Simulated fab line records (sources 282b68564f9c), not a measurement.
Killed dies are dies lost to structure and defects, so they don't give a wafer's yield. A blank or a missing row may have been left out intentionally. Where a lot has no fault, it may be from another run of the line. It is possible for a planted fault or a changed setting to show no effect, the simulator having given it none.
fab line records -- flow rit_cmos
record: lots: 6, wafers: 18, last_day: 7
route steps=202 shown NLDD@160 SILICIDE@161 CONTACT@168 M1@202
lots that met no fault: from a run of the same line without faults
start_h: hours from the record's first day to the start of the lot's first wafer shown -- wait_h: how many hours have passed since the lot's step before this one -- " identical to the entry in the row above -- L1.1+2: a single row standing in for several wafers -- - value missing, or start not given -- * or withheld: withheld -- < > ~ a bound
route shown NAME@n: names a module that has steps shown in the file, with the first one's number in the route -- usual: mean/standard deviation of fault-free wafers -- same: alike in all rows -- chamber/n: place in a boat -- sites: per-site readings -- _std_site: the values' standard deviation -- _edge_site: outer sites' mean less inner sites' -- radius_mm: for every site, how far away it sits from the centre of the wafer -- mask NAME#n: copy n -- behind: the last tool/chamber to shape the wafer -- hold: the reason the lot was held/the length of the hold in hours/how it ended -- device: transistor that didn't switch, given as n, p or np -- end of line: tests of these same wafers at the route's end -- where a step has no rows: the recipe by itself -- killed: at the first sort, the dies lost to defects and structure; wafer yield is something else -- map: the dies of a wafer, with x for killed, . for not killed, _ for no die there
set.NAME: the setting as run; set.NAME@STEP: as run at that earlier step -- model.NAME: the simulator's own value behind a step, which no gauge read
lots at selected steps of the route; one table per step, one row per wafer
services: from which hour (start_h, from the record's first day; less than 0 if before it) a tool's chamber was out of use, for how many hours, and why
== steps ==
step: RIT_SDANNEAL_RS_MEAS_07
recipe: thk_meas_gauge: four-point-probe
usual: NLDD_RS: 151.6/0.67
lot.wafer,tool,chamber,start_h,wait_h,NLDD_RS[ohm/sq]
L863.1,film_metro-01,-,52.20,0.1,152.2
L863.2,film_metro-01,-,52.20,0.1,152.1
L863.3,film_metro-01,-,52.20,0.1,152.1
L869.2,film_metro-01,-,82.22,0.1,151.0
L869.4,film_metro-01,-,82.22,0.1,151.2
L869.5,film_metro-01,-,82.22,0.1,151.2
L871.2,film_metro-01,-,91.15,0.1,150.9
L871.3,film_metro-01,-,91.15,0.1,151.7
L871.5,film_metro-01,-,91.15,0.1,151.6
L875.1,film_metro-01,-,111.20,0.1,151.2
L875.4,film_metro-01,-,111.20,0.1,151.1
L875.5,film_metro-01,-,111.20,0.1,151.4
L878.2,film_metro-03,-,126.95,0.1,153.9
L878.5,film_metro-03,-,126.95,0.1,153.6
L878.6,film_metro-03,-,126.95,0.1,153.6
L883.4,film_metro-02,-,151.21,0.1,151.4
L883.5,film_metro-02,-,151.21,0.1,150.9
L883.6,film_metro-02,-,151.21,0.1,151.3
step: RIT_SILICIDE_WET_ETCH_00
recipe: chemistry: BOE, target: SiO2, target_depth_nm: 14, time_s: 15, dry: n2_spin, dilution: 10:1, temp_c: 21.5
step: RIT_SILICIDE_SPUTTER_01
recipe: material: Ti, target_thk_nm: 30, power_w: 350, chamber_pressure_pa: 0.667, gas: Ar, time_s: 240, substrate_temp_c: 25
usual: cathode_dc_power_W: 350.01/0.061, throttle_valve_pct: 30.7/0.94
lot.wafer,tool,chamber,start_h,wait_h,cathode_dc_power_W,throttle_valve_pct
L863.1,pvd_sputter-04,-,52.33,0.0,350.12,30.6
L863.2,pvd_sputter-04,-,52.33,0.0,349.94,29.4
L863.3,pvd_sputter-04,-,52.33,0.0,349.94,31.7
L869.2,pvd_sputter-01,-,82.33,0.0,350.10,32.3
L869.4,pvd_sputter-01,-,82.33,0.0,350.05,30.2
L869.5,pvd_sputter-01,-,82.33,0.0,350.09,32.5
L871.2,pvd_sputter-01,-,91.27,0.0,350.04,32.1
L871.3,pvd_sputter-01,-,91.27,0.0,349.79,29.8
L871.5,pvd_sputter-01,-,91.27,0.0,350.10,30.6
L875.1,pvd_sputter-01,-,111.34,0.0,350.08,30.3
L875.4,pvd_sputter-01,-,111.34,0.0,349.99,30.8
L875.5,pvd_sputter-01,-,111.34,0.0,350.06,30.3
L878.2,pvd_sputter-04,-,127.07,0.0,350.01,30.5
L878.5,pvd_sputter-04,-,127.07,0.0,350.03,29.4
L878.6,pvd_sputter-04,-,127.07,0.0,349.92,30.8
L883.4,pvd_sputter-01,-,151.28,0.0,349.97,31.2
L883.5,pvd_sputter-01,-,151.28,0.0,350.03,30.0
L883.6,pvd_sputter-01,-,151.28,0.0,349.98,29.6
step: RIT_SILICIDE_RS_MEAS_02
recipe: thk_meas_gauge: four-point-probe, reads: Ti_of_SILICIDE_SPUTTER_01
usual: SILICIDE_TI_RS: 47.9/0.68
lot.wafer,tool,chamber,start_h,wait_h,SILICIDE_TI_RS[ohm/sq]
L863.1,film_metro-01,-,52.48,0.1,48.9
L863.2,film_metro-01,-,52.48,0.1,47.4
L863.3,film_metro-01,-,52.48,0.1,48.5
L869.2,film_metro-04,-,82.52,0.1,47.8
L869.4,film_metro-04,-,82.52,0.1,48.6
L869.5,film_metro-04,-,82.52,0.1,47.9
L871.2,film_metro-04,-,91.46,0.1,47.1
L871.3,film_metro-04,-,91.46,0.1,47.9
L871.5,film_metro-04,-,91.46,0.1,48.6
L875.1,film_metro-04,-,111.50,0.1,47.9
L875.4,film_metro-04,-,111.50,0.1,48.8
L875.5,film_metro-04,-,111.50,0.1,47.9
L878.2,film_metro-04,-,127.24,0.1,48.3
L878.5,film_metro-04,-,127.24,0.1,46.8
L878.6,film_metro-04,-,127.24,0.1,48.4
L883.4,film_metro-03,-,151.49,0.1,48.1
L883.5,film_metro-03,-,151.49,0.1,48.0
L883.6,film_metro-03,-,151.49,0.1,48.2
step: RIT_SILICIDE_THK_MEAS_03
recipe: thk_meas_gauge: xrf, reads: Ti_of_SILICIDE_SPUTTER_01
usual: SILICIDE_TI_THK: 29.9/0.37
lot.wafer,tool,chamber,start_h,wait_h,SILICIDE_TI_THK[nm]
L863.1,film_metro-01,-,52.60,0.1,29.1
L863.2,film_metro-01,-,52.60,0.1,29.7
L863.3,film_metro-01,-,52.60,0.1,29.3
L869.2,film_metro-04,-,82.63,0.1,29.9
L869.4,film_metro-04,-,82.63,0.1,29.4
L869.5,film_metro-04,-,82.63,0.1,29.7
L871.2,film_metro-04,-,91.57,0.1,29.9
L871.3,film_metro-04,-,91.57,0.1,29.7
L871.5,film_metro-04,-,91.57,0.1,29.5
L875.1,film_metro-04,-,111.62,0.1,29.9
L875.4,film_metro-04,-,111.62,0.1,29.5
L875.5,film_metro-04,-,111.62,0.1,29.9
L878.2,film_metro-04,-,127.35,0.1,29.7
L878.5,film_metro-04,-,127.35,0.1,30.5
L878.6,film_metro-04,-,127.35,0.1,29.7
L883.4,film_metro-03,-,151.58,0.1,30.0
L883.5,film_metro-03,-,151.58,0.1,30.1
L883.6,film_metro-03,-,151.58,0.1,30.1
step: RIT_SILICIDE_RTA_04
recipe: temp_c: 650, time_s: 10, idle_temp_c: 25, ramp_up_s: 5, ramp_down_s: 5, cool_to_c: 25, ambient: N2
usual: chamber_o2_ppm: 2.008/0.026, wafer_temp_C_max: 652.3/0.56
lot.wafer,tool,chamber,start_h,wait_h,chamber_o2_ppm,wafer_temp_C_max
L863.1,rtp_anneal-02,0,52.66,0.1,1.938,652.5
L863.2,rtp_anneal-02,0,52.66,0.1,1.972,652.7
L863.3,rtp_anneal-02,0,52.66,0.1,1.937,652.9
L869.2,rtp_anneal-02,0,82.69,0.1,1.991,652.7
L869.4,rtp_anneal-02,0,82.69,0.1,1.994,653.0
L869.5,rtp_anneal-02,0,82.69,0.1,2.009,652.3
L871.2,rtp_anneal-02,0,91.63,0.1,1.979,651.6
L871.3,rtp_anneal-02,0,91.63,0.1,2.017,652.9
L871.5,rtp_anneal-02,0,91.63,0.1,2.013,653.6
L875.1,rtp_anneal-02,0,111.68,0.1,1.983,652.5
L875.4,rtp_anneal-02,0,111.68,0.1,1.972,652.5
L875.5,rtp_anneal-02,0,111.68,0.1,2.012,652.4
L878.2,rtp_anneal-01,0,127.41,0.1,2.072,651.7
L878.5,rtp_anneal-01,0,127.41,0.1,2.006,652.1
L878.6,rtp_anneal-01,0,127.41,0.1,2.031,652.0
L883.4,rtp_anneal-02,0,151.64,0.1,1.978,652.4
L883.5,rtp_anneal-02,0,151.64,0.1,2.007,651.7
L883.6,rtp_anneal-02,0,151.64,0.1,1.988,652.6
step: RIT_SILICIDE_WET_ETCH_05
recipe: chemistry: SPM, target: Ti, temp_c: 90, time_s: 120, dry: n2_spin
step: RIT_SILICIDE_RTA_06
recipe: temp_c: 750, time_s: 10, idle_temp_c: 25, ramp_up_s: 5, ramp_down_s: 10, cool_to_c: 25, ambient: N2
usual: chamber_o2_ppm: 2.001/0.021, wafer_temp_C_max: 752.7/0.64
lot.wafer,tool,chamber,start_h,wait_h,chamber_o2_ppm,wafer_temp_C_max
L863.1,rtp_anneal-01,0,52.77,0.0,2.009,752.9
L863.2,rtp_anneal-01,0,52.77,0.0,2.025,752.5
L863.3,rtp_anneal-01,0,52.77,0.0,2.005,752.5
L869.2,rtp_anneal-01,0,82.80,0.0,1.989,752.1
L869.4,rtp_anneal-01,0,82.80,0.0,1.999,751.7
L869.5,rtp_anneal-01,0,82.80,0.0,1.990,752.4
L871.2,rtp_anneal-01,0,91.74,0.0,2.028,753.3
L871.3,rtp_anneal-01,0,91.74,0.0,2.017,752.6
L871.5,rtp_anneal-01,0,91.74,0.0,2.039,752.6
L875.1,rtp_anneal-01,0,111.79,0.0,1.981,752.0
L875.4,rtp_anneal-01,0,111.79,0.0,1.975,751.9
L875.5,rtp_anneal-01,0,111.79,0.0,1.974,752.5
L878.2,rtp_anneal-02,0,127.52,0.0,1.966,753.9
L878.5,rtp_anneal-02,0,127.52,0.0,2.002,753.0
L878.6,rtp_anneal-02,0,127.52,0.0,1.981,753.4
L883.4,rtp_anneal-01,0,151.75,0.0,1.986,751.8
L883.5,rtp_anneal-01,0,151.75,0.0,1.995,752.0
L883.6,rtp_anneal-01,0,151.75,0.0,1.984,752.0
step: RIT_CONTACT_CVD_00
recipe: material: SiO2, target_thk_nm: 400, precursor: TEOS, temp_c: 390, time_s: 61, rf_w: 408.7
usual: heater_power_w: 352/75, susceptor_temp_C: 390.00/0.23
lot.wafer,tool,chamber,start_h,wait_h,heater_power_w,susceptor_temp_C
L863.1,pecvd-02,2,52.84,0.1,447,390.06
L863.2,pecvd-02,0,52.84,0.1,459,389.93
L863.3,pecvd-02,1,52.84,0.1,286,389.74
L869.2,pecvd-02,0,82.86,0.0,471,390.25
L869.4,pecvd-02,1,82.86,0.0,283,389.80
L869.5,pecvd-02,0,82.86,0.0,480,390.17
L871.2,pecvd-02,1,91.80,0.0,250,389.89
L871.3,pecvd-02,0,91.80,0.0,421,390.23
L871.5,pecvd-02,1,91.80,0.0,263,390.01
L875.1,pecvd-04,1,111.86,0.1,360,389.79
L875.4,pecvd-04,1,111.86,0.1,267,390.12
L875.5,pecvd-04,0,111.86,0.1,257,390.25
L878.2,pecvd-04,2,127.57,0.0,373,389.74
L878.5,pecvd-04,2,127.57,0.0,382,390.11
L878.6,pecvd-04,0,127.57,0.0,247,390.19
L883.4,pecvd-01,1,151.81,0.0,251,390.20
L883.5,pecvd-01,0,151.81,0.0,332,389.98
L883.6,pecvd-01,2,151.81,0.0,375,390.16
step: RIT_CONTACT_THK_MEAS_01
recipe: reads: SiO2_of_CONTACT_CVD_00
usual: CONTACT_TEOS_THK: 405/4.9
lot.wafer,tool,chamber,start_h,wait_h,CONTACT_TEOS_THK[nm]
L863.1,film_metro-03,-,52.89,0.0,405
L863.2,film_metro-03,-,52.89,0.0,397
L863.3,film_metro-03,-,52.89,0.0,405
L869.2,film_metro-02,-,82.92,0.0,395
L869.4,film_metro-02,-,82.92,0.0,409
L869.5,film_metro-02,-,82.92,0.0,407
L871.2,film_metro-03,-,91.86,0.0,402
L871.3,film_metro-03,-,91.86,0.0,404
L871.5,film_metro-03,-,91.86,0.0,408
L875.1,film_metro-03,-,111.91,0.0,399
L875.4,film_metro-03,-,111.91,0.0,403
L875.5,film_metro-03,-,111.91,0.0,401
L878.2,film_metro-02,-,127.63,0.0,397
L878.5,film_metro-02,-,127.63,0.0,399
L878.6,film_metro-02,-,127.63,0.0,404
L883.4,film_metro-02,-,151.87,0.0,410
L883.5,film_metro-02,-,151.87,0.0,406
L883.6,film_metro-02,-,151.87,0.0,409
step: RIT_CONTACT_HMDS_02
recipe: prime_time_s: 60, prime_temp_c: 140
step: RIT_CONTACT_COAT_03
recipe: resist: NOVOLAK, spin_rpm: 3250, resist_thk_nm: 1000
step: RIT_CONTACT_SOFTBAKE_04
recipe: resist: NOVOLAK, temp_c: 90, time_s: 60
usual: heater_power_total_W: 34.56/0.049, plate_temp_C: 90.01/0.14, resist_line_temp_C: 22.98/0.11
lot.wafer,tool,chamber,start_h,wait_h,heater_power_total_W,plate_temp_C,resist_line_temp_C
L863.1,litho_track-03,0,53.25,0.1,34.57,90.02,23.07
L863.2,litho_track-03,0,53.25,0.1,34.51,90.26,23.04
L863.3,litho_track-03,0,53.25,0.1,34.47,89.99,22.93
L869.2,litho_track-03,0,83.30,0.1,33.46,87.75,22.94
L869.4,litho_track-03,0,83.30,0.1,33.49,88.09,22.77
L869.5,litho_track-03,0,83.30,0.1,33.38,87.86,22.90
L871.2,litho_track-03,0,92.24,0.1,33.47,88.09,23.05
L871.3,litho_track-03,0,92.24,0.1,33.42,87.87,23.13
L871.5,litho_track-03,0,92.24,0.1,33.34,87.85,22.98
L875.1,litho_track-02,0,112.27,0.1,34.57,90.07,23.02
L875.4,litho_track-02,0,112.27,0.1,34.53,89.90,22.97
L875.5,litho_track-02,0,112.27,0.1,34.64,90.06,23.16
L878.2,litho_track-04,0,128.01,0.1,34.57,90.08,22.96
L878.5,litho_track-04,0,128.01,0.1,34.47,90.18,23.04
L878.6,litho_track-04,0,128.01,0.1,34.50,90.15,22.96
L883.4,litho_track-02,0,152.27,0.1,34.53,89.91,22.76
L883.5,litho_track-02,0,152.27,0.1,34.55,90.00,23.04
L883.6,litho_track-02,0,152.27,0.1,34.59,90.03,22.93
step: RIT_CONTACT_EXPOSE_05
recipe: mask_id: M11, na: 0.6, source_shape: conventional, sigma_outer: 0.5, target_cd_nm: 1000, dose_mj: 250
step: RIT_CONTACT_PEB_06
recipe: resist: NOVOLAK, temp_c: withheld, time_s: withheld
step: RIT_CONTACT_DEVELOP_07
recipe: resist: NOVOLAK, develop_time_s: 120, dev_temp_c: 23
usual: resist_line_temp_C: 22.99/0.12
same: develop_time_s: 120
lot.wafer,tool,chamber,start_h,wait_h,resist_line_temp_C,model.NOVOLAK_of_CONTACT_COAT_03.thk_nm
L863.1,litho_track-04,0,-,-,22.79,1002
L863.2,litho_track-04,0,-,-,22.93,1002
L863.3,litho_track-04,0,-,-,22.74,1002
L869.2,litho_track-04,0,-,-,23.02,1002
L869.4,litho_track-04,0,-,-,22.88,1002
L869.5,litho_track-04,0,-,-,22.88,1002
L871.2,litho_track-03,0,-,-,23.01,1003
L871.3,litho_track-03,0,-,-,23.09,1003
L871.5,litho_track-03,0,-,-,23.17,999.5
L875.1,litho_track-02,0,-,-,22.92,993.3
L875.4,litho_track-02,0,-,-,22.94,992.9
L875.5,litho_track-02,0,-,-,22.94,992.9
L878.2,litho_track-04,0,-,-,23.04,1000
L878.5,litho_track-04,0,-,-,23.04,1000
L878.6,litho_track-04,0,-,-,23.05,996.7
L883.4,litho_track-02,0,-,-,23.13,993.3
L883.5,litho_track-02,0,-,-,22.96,993.5
L883.6,litho_track-02,0,-,-,23.01,992.7
step: RIT_CONTACT_CD_MEAS_08
recipe: target_cd_nm: 1000
usual: cd_nm: 999.5/2.7
lot.wafer,tool,chamber,start_h,wait_h,cd_nm
L863.1,cd_sem-01,-,54.09,-,997.7
L863.2,cd_sem-01,-,54.09,-,998.7
L863.3,cd_sem-01,-,54.09,-,997.1
L869.2,cd_sem-01,-,84.08,-,1001.0
L869.4,cd_sem-01,-,84.08,-,1000.4
L869.5,cd_sem-01,-,84.08,-,1001.3
L871.2,cd_sem-02,-,93.02,-,1001.7
L871.3,cd_sem-02,-,93.02,-,1002.5
L871.5,cd_sem-02,-,93.02,-,1002.2
L875.1,cd_sem-01,-,112.94,-,1001.4
L875.4,cd_sem-01,-,112.94,-,1002.2
L875.5,cd_sem-01,-,112.94,-,1001.0
L878.2,cd_sem-02,-,128.67,-,998.9
L878.5,cd_sem-02,-,128.67,-,999.3
L878.6,cd_sem-02,-,128.67,-,997.7
L883.4,cd_sem-02,-,152.96,-,1002.9
L883.5,cd_sem-02,-,152.96,-,1001.5
L883.6,cd_sem-02,-,152.96,-,1003.2
step: RIT_M1_PROBE_99
usual: killed_at_contacts: 0.1/0.23, killed_at_front_end: 7.3/2.9, killed_dies: 7.3/3, killed_open: 3.6/1.8, killed_short: 3.7/2.1
same: gross_dies: 264, killed_at_M0_to_M3: 0, killed_at_M4_up: 0, killed_at_back_side: 0, killed_at_other: 0
lot.wafer,tool,chamber,start_h,wait_h,killed_at_contacts,killed_at_front_end,killed_dies,killed_open,killed_short
L869.2,prober-02,-,89.58,0.1,0,6,6,1,5
L869.4,prober-02,-,89.68,0.2,0,6,6,2,4
L869.5,prober-02,-,89.73,0.2,1,14,15,4,11
L875.1,prober-02,-,118.91,0.1,0,12,12,7,5
L875.4,prober-02,-,119.06,0.2,0,7,7,6,1
L875.5,prober-02,-,119.11,0.2,0,3,3,1,2
L878.2,prober-01,-,134.13,0.1,0,7,7,4,3
L878.5,prober-01,-,134.28,0.2,0,4,4,2,2
L878.6,prober-01,-,134.33,0.2,0,6,6,2,4
killed by level:class
L869.2 REOX:geometric_particle:short=3 GATE:geometric_particle:open=1 SPACER:geometric_particle:short=1 SILICIDE:geometric_particle:short=1
L869.4 FOX1:geometric_particle:short=1 FOX1:geometric_particle:open=1 GATE:geometric_particle:short=1 REOX:geometric_particle:short=1 SPACER:geometric_particle:open=1 SPACER:geometric_particle:short=1
L869.5 GATE:geometric_particle:short=5 SPACER:geometric_particle:short=4 FOX1:geometric_particle:open=2 SPACER:geometric_particle:open=2 REOX:geometric_particle:short=1 CONTACT:geometric_particle:short=1
L875.1 GATE:geometric_particle:open=3 SILICIDE:geometric_particle:short=2 FOX1:geometric_particle:open=1 FOX1:geometric_particle:short=1 FOX2:geometric_particle:open=1 GATE:geometric_particle:short=1 REOX:geometric_particle:open=1 SPACER:geometric_particle:short=1
L875.4 GATE:geometric_particle:open=3 FOX2:geometric_particle:open=2 GATE:geometric_particle:short=1 REOX:geometric_particle:open=1
L875.5 FOX2:geometric_particle:short=1 GATE:geometric_particle:open=1 SPACER:geometric_particle:short=1
L878.2 GATE:geometric_particle:open=4 FOX2:geometric_particle:short=1 GATE:geometric_particle:short=1 REOX:geometric_particle:short=1
L878.5 GATE:geometric_particle:short=2 GATE:geometric_particle:open=1 SILICIDE:geometric_particle:open=1
L878.6 GATE:geometric_particle:short=2 FOX1:geometric_particle:short=1 FOX2:geometric_particle:short=1 SPACER:geometric_particle:open=1 SILICIDE:geometric_particle:open=1
== services ==
tool,chamber,start_h,hours,kind
pvd_sputter-01,-,52.82,6.8,repair
pecvd-04,2,69.80,5.9,repair
pecvd-04,1,71.83,4.7,repair
pecvd-04,-,90.00,2.8,pm
pecvd-01,2,93.09,5.5,repair
pecvd-01,-,127.16,0.8,pm
pecvd-01,-,145.72,4.3,pm
== key ==
first_sign: step: RIT_CONTACT_SOFTBAKE_04, reading: heater_power_total_W, direction: down, sigmas: 23, usual: 34.56, struck: 33.43
effect: step: RIT_CONTACT_SOFTBAKE_04, reading: plate_temp_C, direction: down, sigmas: 15, usual: *, struck: *
model_effect: step: RIT_CONTACT_DEVELOP_07, value: NOVOLAK_of_CONTACT_COAT_03.thk_nm, without: 996.2, struck: 1002
met_at RIT_CONTACT_SOFTBAKE_04
struck_wafers L869.2,L869.4,L869.5,L871.2,L871.3,L871.5
tester_left_out L869,L871
onset_between 53.25 83.30
fault: kind: process_parameter_drift, tool: litho_track-03, chamber: -, onset_h: 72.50, steps: RIT_CONTACT_SOFTBAKE_04, channel: temp_c, offset: *, shape: step, end_h: 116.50, acts_in: *, stated: *
tester_left_out: of these lots the tester's yield and bins aren't shown, on N5 and GAA mostly nor the transistor test; their killed dies are dies lost to structure and defects alone, not to doping, threshold or leakage, so they don't give the yield
